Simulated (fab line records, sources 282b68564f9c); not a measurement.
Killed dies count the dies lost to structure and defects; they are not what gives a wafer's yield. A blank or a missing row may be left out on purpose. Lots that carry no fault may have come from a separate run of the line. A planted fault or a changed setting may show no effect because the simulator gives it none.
Which tool was responsible? | flow ritCmos | Sampling: 14 lots, 42 wafers, 2 of 202 route steps

WHAT EACH GAUGE READ, for each wafer
RIT_GATE_CD_MEAS_16: target cd 150 nm.
lot  | measured    | on       | cdNm (nm)
L843 | day 2 18:22 | cdSem-01 | 151 150 151
L844 | day 2 23:38 | cdSem-01 | 146 148 146
L845 | day 3 07:56 | cdSem-02 | 146 145 145
L846 | day 3 11:26 | cdSem-01 | 147 148 148
L847 | day 3 17:25 | cdSem-01 | 153 149 150
L848 | day 3 19:09 | cdSem-02 | 142 142 144
L849 | day 3 23:17 | cdSem-01 | 143 144 144
L853 | day 4 14:52 | cdSem-01 | 62 61 62 62 61 62
L857 | day 5 10:06 | cdSem-01 | 74 74 77 73 75 77
L860 | day 6 03:04 | cdSem-01 | 150 150 148
L862 | day 6 11:50 | cdSem-02 | 153 153 153
L863 | day 6 16:32 | cdSem-02 | 148 148 146
L864 | day 6 20:37 | cdSem-02 | 149 147 147
L866 | day 7 07:11 | cdSem-01 | 144 149 147

WHAT TOOL EACH LOT RAN ON (gives the tool, then ch and the chambers of the sampled wafers, and finally the start)
lot  | RIT_GATE_COAT_11
L843 | lithoTrack-01 ch 0, day 2 17:40
L844 | lithoTrack-04 ch 0, day 2 22:49
L845 | lithoTrack-01 ch 0, day 3 07:14
L846 | lithoTrack-04 ch 0, day 3 10:37
L847 | lithoTrack-01 ch 0, day 3 16:43
L848 | lithoTrack-04 ch 0, day 3 18:23
L849 | lithoTrack-02 ch 0, day 3 22:22
L853 | lithoTrack-02 ch 0, day 4 14:11
L857 | lithoTrack-02 ch 0, day 5 09:24
L860 | lithoTrack-04 ch 0, day 6 02:22
L862 | lithoTrack-04 ch 0, day 6 11:05
L863 | lithoTrack-04 ch 0, day 6 15:50
L864 | lithoTrack-04 ch 0, day 6 19:47
L866 | lithoTrack-01 ch 0, day 7 06:22
- RIT_GATE_COAT_11: resist thk 850 nm.

WHAT THE TOOLS THEMSELVES READ (means of the sampled wafers that have a number; where no wafer has one, the mark that the record gives instead)
RIT_GATE_COAT_11.
lot  | tool          | chillPlateTempC (C)
L843 | lithoTrack-01 | 22.98
L844 | lithoTrack-04 | 23.00
L845 | lithoTrack-01 | 23.06
L846 | lithoTrack-04 | 22.93
L847 | lithoTrack-01 | 22.96
L848 | lithoTrack-04 | 23.20
L849 | lithoTrack-02 | 22.89
L853 | lithoTrack-02 | 23.05
L857 | lithoTrack-02 | 23.04
L860 | lithoTrack-04 | 22.97
L862 | lithoTrack-04 | 23.05
L863 | lithoTrack-04 | 23.03
L864 | lithoTrack-04 | 22.92
L866 | lithoTrack-01 | 22.97

THE ANSWER, worked out from the rows above alone
Rule: what is usual is taken from the lots themselves. The widest of any qualifying gaps counts: lots, ordered by their means at a reading, are off when they make up no more than a third of the lots, leave a main group of 4 or more, and stand apart from it by 3 or more times the standard deviation of that group's means. The tables above print the reading to a certain number of digits; a main group whose means all agree to those digits is not used. Also off: a lot with no number at a reading for which 4 or more lots have one. All remaining lots with rows at the step are treated as sound. First the gauges in route order, then the tools' own readings, where a lot's mean is used as printed above. At the first step where some lot is off, the reading lying furthest off is the one used; lots without a number count as furthest.
Off: L853, L857 (RIT_GATE_CD_MEAS_16, cdNm). The main group has a mean of 148 nm with a standard deviation of 2.9.
If a tool, at a process step before that reading, ran all the lots that are off and no sound lot after the first of them, it fits. The gauges at RIT_GATE_CD_MEAS_16 are tried like those tools. One fits: RIT_GATE_COAT_11 on lithoTrack-02. Its last sound lot is L849 (day 3 22:22), its first lot that is off L853 (day 4 14:11): a fault that began between those two fits.

WHAT HAD BEEN PUT IN BY THE SIMULATOR
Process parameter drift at RIT_GATE_COAT_11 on lithoTrack-02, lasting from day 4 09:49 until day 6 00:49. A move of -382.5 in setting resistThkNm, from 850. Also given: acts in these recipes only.
Struck lots among those shown: L853, L857. The rule given above showed the same thing.
